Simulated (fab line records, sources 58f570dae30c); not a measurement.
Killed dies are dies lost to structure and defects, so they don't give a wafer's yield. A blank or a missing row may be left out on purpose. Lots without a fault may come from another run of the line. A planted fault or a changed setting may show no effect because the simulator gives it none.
Split-lot experiment | flow berkeley_cmos170 | 5 lots, 23 wafers read, on a route of 331 steps

THE SPLIT
At UCB170_PFIELD_COAT_01 (resist thk 900 nm), the setting spin_rpm was moved away from the recipe's 1500 rpm on 5 of the 23 wafers read, by -3.6% to +7.3%. The other wafers ran this setting at the recipe's value.

The reading is taken at the split's own step.

THE READING
KrF_of_PFIELD_COAT_01.thk_nm (the simulator's own value, which no gauge read), in nm, at UCB170_PFIELD_COAT_01 (resist thk 900 nm). The file gives no usual value for it. The 18 wafers here that ran the recipe average 899.8 nm, standard deviation 3.4 nm.

wafer  | tool, chamber at the split | spin_rpm as run, rpm | against the recipe | KrF_of_PFIELD_COAT_01.thk_nm, nm | against lot-mates on the recipe
L074.1 | litho_track-03, 0          | 1446                 | -3.6%              | 914.8                            | +13.8
L074.2 | litho_track-03, 0          | 1500                 | recipe             | 900.6                            | -
L074.3 | litho_track-03, 0          | 1446                 | -3.6%              | 917.4                            | +16.4
L074.4 | litho_track-03, 0          | 1500                 | recipe             | 900.4                            | -
L074.5 | litho_track-03, 0          | 1500                 | recipe             | 901.9                            | -
L076.2 | litho_track-01, 0          | 1500                 | recipe             | 901.6                            | -
L076.3 | litho_track-01, 0          | 1500                 | recipe             | 899.2                            | -
L076.4 | litho_track-01, 0          | 1500                 | recipe             | 897.7                            | -
L076.5 | litho_track-01, 0          | 1500                 | recipe             | 894.9                            | -
L076.6 | litho_track-01, 0          | 1500                 | recipe             | 897                              | -
L075.1 | litho_track-01, 0          | 1500                 | recipe             | 898.2                            | -
L075.2 | litho_track-01, 0          | 1500                 | recipe             | 897.6                            | -
L075.3 | litho_track-01, 0          | 1500                 | recipe             | 899                              | -
L075.4 | litho_track-01, 0          | 1500                 | recipe             | 895.4                            | -
L075.6 | litho_track-01, 0          | 1500                 | recipe             | 898                              | -
L082.1 | litho_track-04, 0          | 1500                 | recipe             | 904.7                            | -
L082.4 | litho_track-04, 0          | 1500                 | recipe             | 904.7                            | -
L082.3 | litho_track-04, 0          | 1500                 | recipe             | 908.7                            | -
L083.1 | litho_track-01, 0          | 1500                 | recipe             | 899.3                            | -
L083.2 | litho_track-01, 0          | 1610                 | +7.3%              | 867.5                            | -30.5
L083.3 | litho_track-01, 0          | 1500                 | recipe             | 896.8                            | -
L083.4 | litho_track-01, 0          | 1610                 | +7.3%              | 868.4                            | -29.6
L083.6 | litho_track-01, 0          | 1610                 | +7.3%              | 868.4                            | -29.6

THE FIT
A straight line over all 23 wafers: KrF_of_PFIELD_COAT_01.thk_nm changes by -4.36 nm for each +1% of spin_rpm; r = -0.97; the points scatter about the line by 3.2 nm.
The same after taking each lot's own level away (the mean of its wafers on the recipe; 23 wafers): -4.1 nm for each +1%; r = -0.99; scatter 1.6 nm.
On that fit, the largest move of spin_rpm shifts the reading by 30 nm.
The lots' own levels span 897.64 to 906.03 nm, that is 2.4 times the standard deviation above.
So the lot-to-lot level changes the slope little: the two slopes agree.
Check: with one of the wafers moved furthest among these (+7.3%) left out of the fit, the line predicts -29.8 nm for it against its lot-mates. It came out at -30.5 nm against them.

OTHER SPLITS ON THESE WAFERS
These wafers also went through other splits before the reading. Each is held against what the fit with the lots' levels taken away leaves over:
other split on the same wafers        | wafers away from the commonest value | r with KrF_of_PFIELD_COAT_01.thk_nm (lot level and that fit taken away)
UCB170_NWELL_CVD_04 sih2cl2_flow_sccm | 18                                   | -0.01
UCB170_NWELL_COAT_07 resist_thk_nm    | 5                                    | +0.03
UCB170_PWELL_IMPLANT_15 energy_kev    | 5                                    | -0.22
UCB170_ACTIVE_COAT_08 resist_thk_nm   | 8                                    | +0.08
UCB170_ACTIVE_ETCH_15 over_etch_frac  | 11                                   | -0.15

THE WHOLE CHAIN: every reading that the file lists as answering this split, in the file's order
step                   | what it does      | reading                                                                       | change (the file's fit)              | r (the file's)
UCB170_PFIELD_COAT_01  | resist thk 900 nm | KrF_of_PFIELD_COAT_01.thk_nm (the simulator's own value, which no gauge read) | -4.1 nm for each +1% of the setting  | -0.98
UCB170_PFIELD_STRIP_08 | strips in O2      | strip_time_to_endpoint_s                                                      | withheld for each +1% of the setting | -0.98

THE FILE'S OWN FIT
KrF_of_PFIELD_COAT_01.thk_nm changes by -4.1 nm for each +1% of spin_rpm, r = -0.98.
